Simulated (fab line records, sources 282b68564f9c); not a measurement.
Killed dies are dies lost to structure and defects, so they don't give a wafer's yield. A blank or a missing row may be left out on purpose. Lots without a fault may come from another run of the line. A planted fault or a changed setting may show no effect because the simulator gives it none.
Problem report in the 8D (eight disciplines) form, filled by code | flow rit_cmos | the parts of the form that need people (team, actions taken, sign-off) are left out

1. THE PROBLEM
SILICIDE_TI_RS at RIT_SILICIDE_RS_MEAS_02 reads a mean of 44.4 ohm/sq on 1 wafer of 1 lot; wafers without a fault read 48.0 ohm/sq with a standard deviation of 0.67. That is -5.4 standard deviations from the usual mean.
The step: measures by four-point-probe.
First seen on wafer L961.3, day 6 19:42, on film_metro-01. The record holds 39 wafers of 13 lots with a number at this step. Rule for "out", or "out of limits": more than 4 standard deviations from the usual mean. The other wafers with a number count as sound.

2. WHAT IT IS AND WHAT IT IS NOT
question                    | is               | is not
which readings at this step | SILICIDE_TI_RS   | -
which lots                  | L961             | L943, L944, L945, L946, L947, L948, L951, L953, L956, L962, L964, L966
which wafers of those lots  | L961.3           | L961.2, L961.4
read on which gauges        | film_metro-01    | film_metro-02, film_metro-03
when                        | from day 6 19:42 | up to then (29 sound wafers); but 9 sound wafers of L962, L964, L966 came after

3. SUSPECTS, AND WHAT RULES EACH OUT
Counting: a tool at a process step up to the reading stays a suspect if it ran every lot that is out. Sound lots after the first of them don't rule it out here, since some wafers of a struck lot are sound.
- the gauge at RIT_SILICIDE_RS_MEAS_02: ruled out. All the wafers that are out were read on film_metro-01, but those of them that RIT_SILICIDE_SPUTTER_01 has rows for are out there too, on other tools.
- pvd_sputter-04 at RIT_SILICIDE_SPUTTER_01 (material Ti, target thk 30 nm, time 240 s): kept. It ran the lot that is out, L961 (day 6 19:32); its last sound lot up to then is L953 (day 5 05:22). Its own readings are out on those wafers: chamber_pressure_pa.
Left after counting: pvd_sputter-04 at RIT_SILICIDE_SPUTTER_01.

4. THE CAUSE (what the simulator had put in)
Process parameter drift: pvd_sputter-04, from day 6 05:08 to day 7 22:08, at RIT_SILICIDE_SPUTTER_01. Setting chamber_pressure_pa, moved by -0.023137, from 0.667. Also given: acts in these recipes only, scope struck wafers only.
Counting left only this tool.

5. THE CHAIN OF EFFECTS, in route order
Each row: a reading whose mean over the struck wafers that have a number lies more than 3 standard deviations from the usual. Only readings for which the record gives a usual standard deviation are gone through. hours: the time from each lot's start at the first step in this table that gives one to its start at this step, as a median over the lots. sigmas: the change in usual standard deviations.
hours | step                    | reading             | usual       | on struck wafers | change  | sigmas
0     | RIT_SILICIDE_SPUTTER_01 | chamber_pressure_pa | 0.6670 Pa   | 0.6455           | -0.0215 | -15
0     | RIT_SILICIDE_RS_MEAS_02 | SILICIDE_TI_RS      | 48.0 ohm/sq | 44.4             | -3.6    | -5.4
The process steps in it:
- RIT_SILICIDE_SPUTTER_01: material Ti, target thk 30 nm, time 240 s.

6. WHAT WOULD HAVE CAUGHT IT SOONER
In this record the first reading out of limits at a measuring or inspecting step was taken at day 6 19:42, 15 hours after the fault began at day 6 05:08.
The tool's own readings at RIT_SILICIDE_SPUTTER_01 were out on every struck wafer that the step has a row for (chamber_pressure_pa): an alarm limit on them would have fired on the first of those.
All the lots that are out (1) had begun RIT_SILICIDE_SPUTTER_01 on pvd_sputter-04 by day 6 19:42. A hold on the tool at that time would have spared none of them.
